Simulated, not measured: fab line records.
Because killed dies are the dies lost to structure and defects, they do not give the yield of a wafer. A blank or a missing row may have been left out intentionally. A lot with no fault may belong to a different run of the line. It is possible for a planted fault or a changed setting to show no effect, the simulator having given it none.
A single fault, viewed from 2 desks / flow rit cmos / every desk sees just its own numbers, and what lay behind them comes last

== THE TOOL OWNER'S DESK: rie diel-03 ==
The tool's own readings at RIT_ACTIVE_ETCH_13 (etches Si3N4 in SF6, stops on SiO2, time 210 s, target depth 210 nm): means of the sampled wafers that have a number, for each lot that ran on this tool. If a lot's mean is further than 4 standard deviations from the usual mean, the lot is out of limits and carries the mark OUT (the distance appears in the brackets).
Columns: A = chamber pressure mTorr at RIT_ACTIVE_ETCH_13, usual 260.00 mTorr; B = drypump motor current A at RIT_ACTIVE_ETCH_13, usual 6.0 A; C = oes product au at RIT_ACTIVE_ETCH_13, usual 0.815 a.u.; D = throttle valve pct at RIT_ACTIVE_ETCH_13, usual 7.53 %
lot=L253; first seen here=day 3 03:49; A=259.88; B=6.2; C=0.821; D=7.57
lot=L256; first seen here=day 3 19:40; A=207.95 (-99 or more) OUT; B=6.2; C=0.817; D=7.52
lot=L258; first seen here=day 4 06:51; A=208.04 (-99 or more) OUT; B=6.2; C=0.803; D=7.44
Finding of this desk: L256, L258 out of limits; the first was L256 at day 3 19:40, on chamber pressure mTorr at RIT_ACTIVE_ETCH_13. L253 stayed within limits.

== AT THE METROLOGY DESK ==
What the gauges read, lot by lot, whatever tool the lot ran on: means of the sampled wafers that have a number. If a lot's mean is further than 4 standard deviations from the usual mean, the lot is out of limits and carries the mark OUT (the distance appears in the brackets).
Columns: A = ACTIVE_OXIDE_THK at RIT_ACTIVE_THK_MEAS_02, usual 48.8 nm; B = ACTIVE_NITRIDE_THK at RIT_ACTIVE_THK_MEAS_04, usual 148.2 nm; C = cd nm at RIT_ACTIVE_CD_MEAS_11, usual 1400.1 nm
lot=L248; first seen here=day 1 22:37; A=49.9; B=147.9; C=1401.8
lot=L253; first seen here=day 3 01:03; A=49.0; B=148.5; C=1399.2
lot=L256; first seen here=day 3 16:08; A=48.8; B=149.7; C=1399.6
lot=L258; first seen here=day 4 03:23; A=49.1; B=147.8; C=1405.4
lot=L263; first seen here=day 5 02:47; A=48.1; B=149.1; C=1401.3
lot=L268; first seen here=day 6 04:00; A=49.1; B=148.4; C=1398.8
This desk found nothing out of limits on any of the 6 lots.

== TAKEN TOGETHER ==
The tool owner's desk had the chance to raise an alarm at day 3 19:40 on L256, L258.
Metrology desk: nothing out of limits seen.
The metrology desk holds a record of L256, L258, inside its limits.
Every lot named ran RIT_ACTIVE_ETCH_13 on rie diel-03.

== WHAT THE SIMULATOR HAD INSERTED ==
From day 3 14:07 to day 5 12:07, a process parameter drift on rie diel-03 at RIT_ACTIVE_ETCH_13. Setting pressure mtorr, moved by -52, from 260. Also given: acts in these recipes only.
Shown lots that were struck: L256, L258.
Delay in hours, fault start to first out-of-limits reading, by desk: the tool owner's desk at 6.
